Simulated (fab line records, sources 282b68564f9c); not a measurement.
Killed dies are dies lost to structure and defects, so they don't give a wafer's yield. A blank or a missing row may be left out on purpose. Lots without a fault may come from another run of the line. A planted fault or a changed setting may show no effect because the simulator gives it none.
Which tool did it? | flow rit_cmos | 14 lots, 42 wafers sampled, at 2 steps of a route of 202

WHAT THE GAUGES READ, wafer by wafer
RIT_M1_CD_MEAS_09: target cd 2600 nm. Usual: cd_nm 2600.3 nm, standard deviation 2.9.
lot  | measured    | on        | cd_nm (nm)           | flag
L338 | day 4 02:55 | cd_sem-01 | 2601.8 2601.2 2600.7 |
L339 | day 4 05:47 | cd_sem-02 | 2597.0 2598.9 2600.3 |
L340 | day 4 09:46 | cd_sem-01 | 2599.4 2600.5 2598.4 |
L341 | day 4 11:51 | cd_sem-02 | 2606.3 2606.6 2606.6 |
L342 | day 4 14:39 | cd_sem-02 | 2597.0 2594.7 2596.9 |
L344 | day 5 04:29 | cd_sem-02 | 2602.0 2602.7 2602.0 |
L345 | day 5 08:44 | cd_sem-01 | 2600.0 2601.9 2599.0 |
L348 | day 5 23:14 | cd_sem-02 | 2600.1 2599.4 2598.5 |
L351 | day 6 11:31 | cd_sem-01 | 2602.9 2604.7 2601.3 |
L354 | day 7 00:50 | cd_sem-01 | - - -                | OFF
L355 | day 7 06:28 | cd_sem-01 | - - -                | OFF
L358 | day 7 20:33 | cd_sem-01 | 2596.6 2597.2 2596.4 |
L359 | day 8 01:34 | cd_sem-01 | 2599.4 2600.9 2598.9 |
L360 | day 8 08:52 | cd_sem-01 | 2603.6 2603.1 2602.3 |

WHICH TOOL RAN EACH LOT (tool, then ch and the chambers of the sampled wafers, then the start)
lot  | RIT_M1_COAT_04
L338 | litho_track-03 ch 0, day 4 02:01
L339 | litho_track-01 ch 0, day 4 05:03
L340 | litho_track-03 ch 0, day 4 08:55
L341 | litho_track-03 ch 0, day 4 11:01
L342 | litho_track-04 ch 0, day 4 13:55
L344 | litho_track-01 ch 0, day 5 03:46
L345 | litho_track-01 ch 0, day 5 07:53
L348 | litho_track-03 ch 0, day 5 22:28
L351 | litho_track-03 ch 0, day 6 10:47
L354 | litho_track-01, day 7 00:07
L355 | litho_track-01, day 7 05:45
L358 | litho_track-04 ch 0, day 7 19:50
L359 | litho_track-03 ch 0, day 8 00:43
L360 | litho_track-01 ch 0, day 8 08:08
- RIT_M1_COAT_04: resist thk 1300 nm.

WHAT THE TOOLS THEMSELVES READ (means of the sampled wafers that have a number; where no wafer has one, the mark that the record gives instead)
RIT_M1_COAT_04. Usual: chill_plate_temp_C 22.99 C, standard deviation 0.093; dispense_pressure_kPa 54 kPa, standard deviation 3.6.
lot  | tool           | chill_plate_temp_C (C) | dispense_pressure_kPa (kPa) | flag
L338 | litho_track-03 | 23.05                  | 49                          |
L339 | litho_track-01 | 22.99                  | 57                          |
L340 | litho_track-03 | 22.91                  | 49                          |
L341 | litho_track-03 | 23.08                  | 49                          |
L342 | litho_track-04 | 22.87                  | 52                          |
L344 | litho_track-01 | 22.93                  | 57                          |
L345 | litho_track-01 | 23.01                  | 57                          |
L348 | litho_track-03 | 23.09                  | 49                          |
L351 | litho_track-03 | 23.10                  | 49                          |
L354 | litho_track-01 | -                      | -                           | OFF
L355 | litho_track-01 | -                      | -                           | OFF
L358 | litho_track-04 | 23.05                  | 52                          |
L359 | litho_track-03 | 22.97                  | 49                          |
L360 | litho_track-01 | 22.96                  | 57                          |

THE ANSWER, worked out from the rows above alone
Rule: a lot is off if the mean of its wafers that have a number lies more than 3 standard deviations from the usual mean. A lot without any number at a reading at which 4 lots or more have one is off too. The other lots that the step has rows for count as sound. The gauges are gone through in route order, then the tools' own readings, and for those a lot's mean is taken as printed above. The first step at which some lot is off is used, and at that step the reading that is off furthest; a lot without a number counts as furthest.
Off: L354, L355, at RIT_M1_CD_MEAS_09 (cd_nm). Without a number there: L354, L355.
A tool fits if, at a process step before that reading, it ran every lot that is off, and no sound lot after the first of them. The gauges at RIT_M1_CD_MEAS_09 aren't tried: what is off there is off at RIT_M1_COAT_04 too, on other tools, and a gauge's error can't cause that. None of those tried fits.

WHAT THE SIMULATOR HAD PUT IN
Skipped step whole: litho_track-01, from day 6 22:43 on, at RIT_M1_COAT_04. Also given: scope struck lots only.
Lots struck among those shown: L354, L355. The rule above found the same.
